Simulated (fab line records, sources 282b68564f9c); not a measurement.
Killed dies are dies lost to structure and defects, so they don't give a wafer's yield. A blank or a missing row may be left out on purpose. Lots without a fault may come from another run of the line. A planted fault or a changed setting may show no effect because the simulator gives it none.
fab line records | flow rit_cmos | part 1 of 2: steps 1 to 35 of 49
record lots=5 wafers=15 last_day=6
route steps=202 shown NWELL@30 PWELL@39 WELLDRIVE@50 NRETRO@53 PRETRO@64 GATE@75
lots that met no fault: from a run of the same line without faults
start_h: hours from the record's first day to the start of the lot's first wafer shown | wait_h: hours since the lot's step before | " the same as in the row above | L1.1+2: a row that stands for several wafers | - no value, or no start given | * or withheld: withheld | < > ~ a bound
route shown NAME@n: a module of which the file shows steps, and the number in the route of the first | usual: mean/standard deviation of fault-free wafers | same: alike in all rows | chamber/n: place in a boat | sites: the reading at each site | _std_site: their standard deviation | _edge_site: outer sites' mean less inner sites' | radius_mm: how far each site lies from the wafer's centre | mask NAME#n: copy n | behind: the tool/chamber that last shaped the wafer | hold: why the lot was held/for how many hours/how that ended | device: the transistor (n, p or np) that didn't switch | end of line: the same wafers' tests at the end of the route | a step without rows: its recipe alone | killed: dies lost to structure and defects at the first sort, not the wafer's yield | map: a wafer's dies, x killed, . not, _ none there
set.NAME: the setting as run; set.NAME@STEP: as run at that earlier step | model.NAME: the simulator's own value behind a step, which no gauge read
lots at some steps of the route; a table a step, a row a wafer
services: from which hour (start_h, from the record's first day; less than 0 if before it) a tool's chamber was out of use, for how many hours, and why
## steps
# step RIT_NWELL_SOFTBAKE_02
# recipe resist=NOVOLAK temp_c=90 time_s=60
# columns lot.wafer tool chamber start_h wait_h
L074.1+5+6 litho_track-03 0 24.69 0.1
L081.2+5+6 litho_track-04 0 75.99 0.1
L086.2+4+5 litho_track-03 0 94.38 0.1
L090.2+3+5 litho_track-02 0 111.08 0.1
L091.2+3+4 litho_track-04 0 111.31 0.1
# step RIT_NWELL_EXPOSE_03
# recipe mask_id=M2 na=0.57 target_cd_nm=43900 dose_mj=250
# columns lot.wafer tool chamber start_h wait_h mask
L074.1+5+6 iline_stepper-02 0 24.96 0.2 M2#0
L081.2+5+6 iline_stepper-01 0 76.26 0.2 M2#0
L086.2+4+5 iline_stepper-01 0 94.53 0.1 M2#0
L090.2+3+5 iline_stepper-02 0 111.35 0.2 M2#0
L091.2+3+4 iline_stepper-01 0 111.59 0.3 M2#0
# step RIT_NWELL_PEB_04
# recipe resist=NOVOLAK temp_c=withheld time_s=withheld
# columns lot.wafer tool chamber start_h wait_h
L074.1+5+6 litho_track-04 0 25.08 0.1
L081.2+5+6 litho_track-03 0 76.38 0.1
L086.2+4+5 litho_track-03 0 94.65 0.1
L090.2+3+5 litho_track-03 0 111.47 0.1
L091.2+3+4 litho_track-02 0 111.71 0.1
# step RIT_NWELL_DEVELOP_05
# recipe resist=NOVOLAK develop_time_s=68 dev_temp_c=23
# columns lot.wafer tool chamber start_h wait_h
L074.1+5+6 litho_track-04 0 - -
L081.2+5+6 litho_track-03 0 - -
L086.2+4+5 litho_track-03 0 - -
L090.2+3+5 litho_track-03 0 - -
L091.2+3+4 litho_track-02 0 - -
# step RIT_NWELL_OVL_MEAS_06
# usual NWELL_OVL=-1.4/1.2
# columns lot.wafer tool chamber start_h wait_h NWELL_OVL[nm]
L074.1 overlay-02 - 25.39 - 0.7
L074.5 " - " " -2.7
L074.6 " - " " -2.3
L081.2 overlay-01 - 76.68 - 0.3
L081.5 " - " " -1.3
L081.6 " - " " -2.6
L086.2 overlay-02 - 94.94 - -0.1
L086.4 " - " " -2.3
L086.5 " - " " -0.6
L090.2 overlay-01 - 111.76 - -2.4
L090.3 " - " " -1.4
L090.5 " - " " -2.1
L091.2 overlay-02 - 112.01 - 1.4
L091.3 " - " " 0.7
L091.4 " - " " -1.9
# step RIT_NWELL_HARDBAKE_07
# recipe resist=NOVOLAK temp_c=140 time_s=120
# columns lot.wafer tool chamber start_h wait_h
L074.1+5+6 litho_track-04 0 25.43 0.0
L081.2+5+6 litho_track-04 0 76.96 0.3
L086.2+4+5 litho_track-02 0 95.13 0.2
L090.2+3+5 litho_track-03 0 111.84 0.1
L091.2+3+4 litho_track-04 0 112.08 0.1
# step RIT_NWELL_IMPLANT_08
# recipe species=P energy_kev=170 dose_cm2=5e+13 tilt_deg=7
# columns lot.wafer tool chamber start_h wait_h
L074.1+5+6 implanter-02 0 25.68 0.2
L081.2+5+6 implanter-02 0 77.19 0.2
L086.2+4+5 implanter-01 0 95.37 0.2
L090.2+3+5 implanter-01 0 112.07 0.2
L091.2+3+4 implanter-02 0 112.31 0.2
# step RIT_NWELL_STRIP_09
# recipe chemistry=O2 time_s=180 resist=NOVOLAK platen_temp_c=withheld power_w=500 pressure_mtorr=4000 o2_flow_sccm=4000
# usual chamber_pressure_mTorr=4000/3.7 drypump_motor_current_A=5.8/0.46
# columns lot.wafer tool chamber start_h wait_h chamber_pressure_mTorr drypump_motor_current_A rf_hours_counter_h
L074.1 plasma_asher-01 0 25.83 0.1 4000 6.0 20
L074.5 " 1 " " 4004 5.7 -
L074.6 " 0 " " 4000 6.0 -
L081.2 plasma_asher-04 1 77.31 0.1 3993 4.9 45
L081.5 " 1 " " 4003 4.9 -
L081.6 " 0 " " 3999 5.5 -
L086.2 plasma_asher-01 0 95.49 0.1 3999 6.0 25
L086.4 " 0 " " 4007 6.0 -
L086.5 " 0 " " 3997 6.0 -
L090.2 plasma_asher-02 0 112.19 0.1 3999 5.7 46
L090.3 " 0 " " 4000 5.7 -
L090.5 " 1 " " 3996 6.4 -
L091.2 plasma_asher-01 0 112.44 0.1 4003 6.0 27
L091.3 " 0 " " 4000 6.0 -
L091.4 " 1 " " 4000 5.7 -
# step RIT_NWELL_TW_MEAS_10
# usual NWELL_TW=2155/16
# columns lot.wafer tool chamber start_h wait_h NWELL_TW
L074.1 film_metro-04 - 26.00 0.1 2162
L074.5 " - " " 2153
L074.6 " - " " 2157
L081.2 film_metro-04 - 77.50 0.1 2154
L081.5 " - " " 2150
L081.6 " - " " 2156
L086.2 film_metro-04 - 95.68 0.1 2146
L086.4 " - " " 2152
L086.5 " - " " 2150
L090.2 film_metro-03 - 112.38 0.1 2165
L090.3 " - " " 2150
L090.5 " - " " 2172
L091.2 film_metro-03 - 112.62 0.1 2150
L091.3 " - " " 2161
L091.4 " - " " 2167
# step RIT_PWELL_HMDS_00
# recipe prime_time_s=60 prime_temp_c=140
# usual prime_temp_c=139.99/0.15
# same prime_time_s=60
# columns lot.wafer tool chamber start_h wait_h prime_temp_c
L074.1 litho_track-04 0 26.06 0.1 140.12
L074.5 " 0 " " 140.11
L074.6 " 0 " " 140.07
L081.2 litho_track-03 0 77.57 0.1 140.05
L081.5 " 0 " " 140.00
L081.6 " 0 " " 139.94
L086.2 litho_track-04 0 95.75 0.1 139.97
L086.4 " 0 " " 139.84
L086.5 " 0 " " 139.89
L090.2 litho_track-01 0 112.45 0.1 140.08
L090.3 " 0 " " 140.00
L090.5 " 0 " " 140.01
L091.2 litho_track-03 0 112.70 0.1 139.78
L091.3 " 0 " " 139.73
L091.4 " 0 " " 139.82
# step RIT_PWELL_COAT_01
# recipe resist=NOVOLAK spin_rpm=2000 resist_thk_nm=1300
# usual dispense_pressure_kPa=49.6/2.5
# columns lot.wafer tool chamber start_h wait_h dispense_pressure_kPa
L074.1 litho_track-04 0 26.21 0.1 47.2
L074.5 " 0 " " 47.2
L074.6 " 0 " " 47.2
L081.2 litho_track-03 0 77.72 0.1 49.7
L081.5 " 0 " " 49.6
L081.6 " 0 " " 49.7
L086.2 litho_track-04 0 95.90 0.1 47.1
L086.4 " 0 " " 47.1
L086.5 " 0 " " 47.1
L090.2 litho_track-01 0 112.60 0.1 54.0
L090.3 " 0 " " 54.0
L090.5 " 0 " " 54.0
L091.2 litho_track-03 0 112.85 0.1 49.6
L091.3 " 0 " " 49.7
L091.4 " 0 " " 49.7
# step RIT_PWELL_SOFTBAKE_02
# recipe resist=NOVOLAK temp_c=90 time_s=60
# columns lot.wafer tool chamber start_h wait_h
L074.1+5+6 litho_track-04 0 26.36 0.1
L081.2+5+6 litho_track-03 0 77.87 0.1
L086.2+4+5 litho_track-04 0 96.05 0.1
L090.2+3+5 litho_track-01 0 112.75 0.1
L091.2+3+4 litho_track-03 0 113.00 0.1
# step RIT_PWELL_EXPOSE_03
# recipe mask_id=M3 na=0.57 target_cd_nm=43700 dose_mj=250
# columns lot.wafer tool chamber start_h wait_h mask
L074.1+5+6 iline_stepper-01 0 26.64 0.2 M3#0
L081.2+5+6 iline_stepper-02 0 78.14 0.2 M3#0
L086.2+4+5 iline_stepper-02 0 96.20 0.1 M3#0
L090.2+3+5 iline_stepper-02 0 112.90 0.1 M3#0
L091.2+3+4 iline_stepper-01 0 113.27 0.2 M3#0
# step RIT_PWELL_PEB_04
# recipe resist=NOVOLAK temp_c=withheld time_s=withheld
# columns lot.wafer tool chamber start_h wait_h
L074.1+5+6 litho_track-04 0 26.75 0.1
L081.2+5+6 litho_track-03 0 78.27 0.1
L086.2+4+5 litho_track-04 0 96.65 0.4
L090.2+3+5 litho_track-03 0 113.15 0.2
L091.2+3+4 litho_track-04 0 113.39 0.1
# step RIT_PWELL_DEVELOP_05
# recipe resist=NOVOLAK develop_time_s=68 dev_temp_c=23
# columns lot.wafer tool chamber start_h wait_h
L074.1+5+6 litho_track-04 0 - -
L081.2+5+6 litho_track-03 0 - -
L086.2+4+5 litho_track-04 0 - -
L090.2+3+5 litho_track-03 0 - -
L091.2+3+4 litho_track-04 0 - -
# step RIT_PWELL_OVL_MEAS_06
# usual PWELL_OVL=-0.5/1.2
# columns lot.wafer tool chamber start_h wait_h PWELL_OVL[nm]
L074.1 overlay-01 - 27.07 - -2.0
L074.5 " - " " -1.7
L074.6 " - " " -0.7
L081.2 overlay-02 - 78.56 - 0.0
L081.5 " - " " -0.7
L081.6 " - " " 0.1
L086.2 overlay-01 - 96.95 - 0.6
L086.4 " - " " 0.6
L086.5 " - " " -0.5
L090.2 overlay-01 - 113.44 - -1.1
L090.3 " - " " -0.2
L090.5 " - " " -1.9
L091.2 overlay-01 - 113.68 - -3.3
L091.3 " - " " -1.5
L091.4 " - " " -0.5
# step RIT_PWELL_HARDBAKE_07
# recipe resist=NOVOLAK temp_c=140 time_s=120
# columns lot.wafer tool chamber start_h wait_h
L074.1+5+6 litho_track-03 0 27.10 0.0
L081.2+5+6 litho_track-01 0 78.63 0.1
L086.2+4+5 litho_track-03 0 97.14 0.2
L090.2+3+5 litho_track-01 0 113.51 0.1
L091.2+3+4 litho_track-01 0 113.76 0.1
# step RIT_PWELL_IMPLANT_08
# recipe species=B energy_kev=170 dose_cm2=7e+13 tilt_deg=7
# columns lot.wafer tool chamber start_h wait_h
L074.1+5+6 implanter-01 0 27.35 0.2
L081.2+5+6 implanter-03 0 78.87 0.2
L086.2+4+5 implanter-02 0 97.38 0.2
L090.2+3+5 implanter-03 0 113.75 0.2
L091.2+3+4 implanter-01 0 114.00 0.2
# step RIT_PWELL_STRIP_09
# recipe chemistry=O2 time_s=180 resist=NOVOLAK platen_temp_c=withheld power_w=500 pressure_mtorr=4000 o2_flow_sccm=4000
# usual chamber_pressure_mTorr=4001/3.6 drypump_motor_current_A=5.4/0.43
# columns lot.wafer tool chamber start_h wait_h chamber_pressure_mTorr drypump_motor_current_A rf_hours_counter_h
L074.1 plasma_asher-04 0 27.50 0.1 4001 5.5 41
L074.5 " 1 " " 3997 4.9 -
L074.6 " 0 " " 4005 5.5 -
L081.2 plasma_asher-01 1 78.99 0.1 3997 5.7 24
L081.5 " 0 " " 4009 6.0 -
L081.6 " 1 " " 4000 5.7 -
L086.2 plasma_asher-04 1 97.50 0.1 4007 4.9 48
L086.4 " 0 " " 4001 5.5 -
L086.5 " 0 " " 3997 5.5 -
L090.2 plasma_asher-04 1 113.87 0.1 4004 4.9 49
L090.3 " 0 " " 4000 5.5 -
L090.5 " 0 " " 4001 5.5 -
L091.2 plasma_asher-01 0 114.12 0.1 3997 6.0 27
L091.3 " 0 " " 4000 5.9 -
L091.4 " 1 " " 4006 5.7 -
# step RIT_PWELL_TW_MEAS_10
# usual PWELL_TW=955/8
# columns lot.wafer tool chamber start_h wait_h PWELL_TW
L074.1 film_metro-03 - 27.68 0.1 967
L074.5 " - " " 955
L074.6 " - " " 951
L081.2 film_metro-04 - 79.18 0.1 954
L081.5 " - " " 951
L081.6 " - " " 961
L086.2 film_metro-01 - 97.69 0.1 942
L086.4 " - " " 939
L086.5 " - " " 943
L090.2 film_metro-03 - 114.06 0.1 959
L090.3 " - " " 961
L090.5 " - " " 960
L091.2 film_metro-04 - 114.31 0.1 963
L091.3 " - " " 958
L091.4 " - " " 961
# step RIT_WELLDRIVE_ANNEAL_00
# recipe temp_c=1100 time_s=14700 ambient=N2
# usual spike_tc_source_C=1126/4.2 zone_power_source_pct=42.5/2.9
# columns lot.wafer tool chamber start_h wait_h spike_tc_source_C zone_power_source_pct
L074.1 furnace-01 0 31.16 3.5 1121 39.3
L074.5 " 0 " " 1120 39.8
L074.6 " 0 " " 1122 39.7
L081.2 furnace-04 0 83.36 4.2 1129 43.9
L081.5 " 0 " " 1129 43.0
L081.6 " 0 " " 1130 42.5
L086.2 furnace-01 0 97.74 0.0 1120 39.5
L086.4 " 0 " " 1121 39.1
L086.5 " 0 " " 1121 39.0
L090.2 furnace-01 0 115.27 1.2 1120 39.6
L090.3 " 0 " " 1122 39.2
L090.5 " 0 " " 1121 39.4
L091.2 furnace-01 0 115.27 1.0 1121 40.1
L091.3 " 0 " " 1119 39.1
L091.4 " 0 " " 1120 39.3
# step RIT_WELLDRIVE_RS_MEAS_01
# recipe thk_meas_gauge=four-point-probe
# usual NWELL_RS=275.2/0.6
# columns lot.wafer tool chamber start_h wait_h NWELL_RS[ohm/sq]
L074.1 film_metro-04 - 36.24 0.0 275.4
L074.5 " - " " 274.9
L074.6 " - " " 274.8
L081.2 film_metro-01 - 88.46 0.0 274.2
L081.5 " - " " 274.2
L081.6 " - " " 274.9
L086.2 film_metro-04 - 102.84 0.0 275.5
L086.4 " - " " 274.9
L086.5 " - " " 275.4
L090.2 film_metro-01 - 120.38 0.0 275.6
L090.3 " - " " 276.1
L090.5 " - " " 275.1
L091.2 film_metro-04 - 120.38 0.0 274.9
L091.3 " - " " 274.8
L091.4 " - " " 275.8
# step RIT_WELLDRIVE_RS_MEAS_02
# recipe thk_meas_gauge=four-point-probe
# usual PWELL_RS=429.3/1.1
# columns lot.wafer tool chamber start_h wait_h PWELL_RS[ohm/sq]
L074.1 film_metro-04 - 36.36 0.1 427.7
L074.5 " - " " 429.4
L074.6 " - " " 428.4
L081.2 film_metro-01 - 88.58 0.1 427.9
L081.5 " - " " 427.4
L081.6 " - " " 427.6
L086.2 film_metro-04 - 102.96 0.1 431.3
L086.4 " - " " 430.8
L086.5 " - " " 430.7
L090.2 film_metro-01 - 120.50 0.1 429.9
L090.3 " - " " 428.0
L090.5 " - " " 429.0
L091.2 film_metro-04 - 120.50 0.1 430.2
L091.3 " - " " 429.6
L091.4 " - " " 430.3
# step RIT_NRETRO_HMDS_00
# recipe prime_time_s=60 prime_temp_c=140
# usual prime_temp_c=140.03/0.15
# same prime_time_s=60
# columns lot.wafer tool chamber start_h wait_h prime_temp_c
L074.1 litho_track-04 0 36.48 0.1 140.12
L074.5 " 0 " " 140.04
L074.6 " 0 " " 140.07
L081.2 litho_track-01 0 88.70 0.1 140.02
L081.5 " 0 " " 140.06
L081.6 " 0 " " 139.92
L086.2 litho_track-04 0 103.08 0.1 139.93
L086.4 " 0 " " 139.89
L086.5 " 0 " " 140.20
L091.2 litho_track-04 0 120.64 0.1 140.04
L091.3 " 0 " " 139.81
L091.4 " 0 " " 139.85
L090.2 litho_track-01 0 120.68 0.2 139.83
L090.3 " 0 " " 140.02
L090.5 " 0 " " 139.97
# step RIT_NRETRO_COAT_01
# recipe resist=NOVOLAK spin_rpm=2000 resist_thk_nm=1300
# usual dispense_pressure_kPa=53/3.7
# columns lot.wafer tool chamber start_h wait_h dispense_pressure_kPa
L074.1 litho_track-04 0 36.63 0.1 47
L074.5 " 0 " " 47
L074.6 " 0 " " 47
L081.2 litho_track-01 0 88.85 0.1 54
L081.5 " 0 " " 54
L081.6 " 0 " " 54
L086.2 litho_track-04 0 103.23 0.1 47
L086.4 " 0 " " 47
L086.5 " 0 " " 47
L091.2 litho_track-04 0 120.79 0.1 47
L091.3 " 0 " " 47
L091.4 " 0 " " 47
L090.2 litho_track-01 0 120.83 0.1 54
L090.3 " 0 " " 54
L090.5 " 0 " " 54
# step RIT_NRETRO_SOFTBAKE_02
# recipe resist=NOVOLAK temp_c=90 time_s=60
# columns lot.wafer tool chamber start_h wait_h
L074.1+5+6 litho_track-04 0 36.78 0.1
L081.2+5+6 litho_track-01 0 89.00 0.1
L086.2+4+5 litho_track-04 0 103.38 0.1
L091.2+3+4 litho_track-04 0 120.94 0.1
L090.2+3+5 litho_track-01 0 120.98 0.1
# step RIT_NRETRO_EXPOSE_03
# recipe mask_id=M4 na=0.57 target_cd_nm=43900 dose_mj=250
# columns lot.wafer tool chamber start_h wait_h mask
L074.1+5+6 iline_stepper-02 0 36.93 0.1 M4#0
L081.2+5+6 iline_stepper-02 0 89.15 0.1 M4#0
L086.2+4+5 iline_stepper-01 0 103.65 0.2 M4#0
L091.2+3+4 iline_stepper-01 0 121.09 0.1 M4#0
L090.2+3+5 iline_stepper-02 0 121.33 0.3 M4#0
# step RIT_NRETRO_PEB_04
# recipe resist=NOVOLAK temp_c=withheld time_s=withheld
# columns lot.wafer tool chamber start_h wait_h
L074.1+5+6 litho_track-01 0 37.05 0.1
L081.2+5+6 litho_track-04 0 89.27 0.1
L086.2+4+5 litho_track-04 0 103.78 0.1
L091.2+3+4 litho_track-01 0 121.21 0.1
L090.2+3+5 litho_track-02 0 121.45 0.1
# step RIT_NRETRO_DEVELOP_05
# recipe resist=NOVOLAK develop_time_s=68 dev_temp_c=23
# columns lot.wafer tool chamber start_h wait_h
L074.1+5+6 litho_track-01 0 - -
L081.2+5+6 litho_track-04 0 - -
L086.2+4+5 litho_track-04 0 - -
L091.2+3+4 litho_track-01 0 - -
L090.2+3+5 litho_track-02 0 - -
# step RIT_NRETRO_OVL_MEAS_06
# usual NRETRO_OVL=0.2/1.1
# columns lot.wafer tool chamber start_h wait_h NRETRO_OVL[nm]
L074.1 overlay-02 - 37.36 - -0.9
L074.5 " - " " -0.7
L074.6 " - " " -1.3
L081.2 overlay-02 - 89.56 - 0.6
L081.5 " - " " -0.3
L081.6 " - " " 0.5
L086.2 overlay-02 - 104.07 - 0.2
L086.4 " - " " -0.9
L086.5 " - " " -0.9
L091.2 overlay-01 - 121.50 - 0.7
L091.3 " - " " 0.5
L091.4 " - " " 0.9
L090.2 overlay-02 - 121.75 - 1.1
L090.3 " - " " 1.8
L090.5 " - " " 1.5
# step RIT_NRETRO_HARDBAKE_07
# recipe resist=NOVOLAK temp_c=140 time_s=120
# columns lot.wafer tool chamber start_h wait_h
L074.1+5+6 litho_track-04 0 37.40 0.0
L081.2+5+6 litho_track-04 0 89.64 0.1
L086.2+4+5 litho_track-04 0 104.14 0.1
L091.2+3+4 litho_track-04 0 121.60 0.1
L090.2+3+5 litho_track-04 0 122.00 0.2
# step RIT_NRETRO_IMPLANT_08
# recipe species=P energy_kev=70 dose_cm2=1e+13 tilt_deg=7
# columns lot.wafer tool chamber start_h wait_h
L074.1+5+6 implanter-04 0 37.65 0.2
L081.2+5+6 implanter-02 0 89.87 0.2
L086.2+4+5 implanter-02 0 104.38 0.2
L091.2+3+4 implanter-04 0 121.83 0.2
L090.2+3+5 implanter-03 0 122.23 0.2
# step RIT_NRETRO_STRIP_09
# recipe chemistry=O2 time_s=180 resist=NOVOLAK platen_temp_c=withheld power_w=500 pressure_mtorr=4000 o2_flow_sccm=4000
# usual chamber_pressure_mTorr=4000/3.2 drypump_motor_current_A=5.5/0.55
# columns lot.wafer tool chamber start_h wait_h chamber_pressure_mTorr drypump_motor_current_A rf_hours_counter_h
L074.1 plasma_asher-04 1 37.80 0.1 4002 4.9 42
L074.5 " 1 " " 4002 4.9 -
L074.6 " 0 " " 3996 5.5 -
L081.2 plasma_asher-03 0 89.99 0.1 4005 5.7 42
L081.5 " 0 " " 4001 5.7 -
L081.6 " 1 " " 4000 4.7 -
L086.2 plasma_asher-04 0 104.50 0.1 4007 5.5 48
L086.4 " 0 " " 3999 5.5 -
L086.5 " 0 " " 4000 5.5 -
L091.2 plasma_asher-03 1 121.96 0.1 4000 4.7 0
L091.3 " 1 " " 3998 4.7 -
L091.4 " 0 " " 3997 5.7 -
L090.2 plasma_asher-02 0 122.36 0.1 3995 5.7 47
L090.3 " 1 " " 3994 6.4 -
L090.5 " 0 " " 4001 5.7 -
# step RIT_NRETRO_TW_MEAS_10
# usual NRETRO_TW=1055/11
# columns lot.wafer tool chamber start_h wait_h NRETRO_TW
L074.1 film_metro-03 - 37.97 0.1 1053
L074.5 " - " " 1055
L074.6 " - " " 1053
L081.2 film_metro-03 - 90.18 0.1 1064
L081.5 " - " " 1073
L081.6 " - " " 1068
L086.2 film_metro-02 - 104.69 0.1 1066
L086.4 " - " " 1064
L086.5 " - " " 1065
L091.2 film_metro-01 - 122.15 0.1 1036
L091.3 " - " " 1038
L091.4 " - " " 1040
L090.2 film_metro-03 - 122.61 0.2 1062
L090.3 " - " " 1058
L090.5 " - " " 1061
# step RIT_PRETRO_HMDS_00
# recipe prime_time_s=60 prime_temp_c=140
# usual prime_temp_c=140.01/0.15
# same prime_time_s=60
# columns lot.wafer tool chamber start_h wait_h prime_temp_c
L074.1 litho_track-02 0 38.03 0.1 139.91
L074.5 " 0 " " 139.90
L074.6 " 0 " " 140.02
L081.2 litho_track-03 0 90.27 0.1 140.07
L081.5 " 0 " " 140.05
L081.6 " 0 " " 139.87
L086.2 litho_track-03 0 104.76 0.1 139.98
L086.4 " 0 " " 140.08
L086.5 " 0 " " 140.12
L091.2 litho_track-03 0 122.23 0.1 140.04
L091.3 " 0 " " 140.20
L091.4 " 0 " " 139.95
L090.2 litho_track-03 0 122.83 0.2 139.99
L090.3 " 0 " " 139.88
L090.5 " 0 " " 140.10
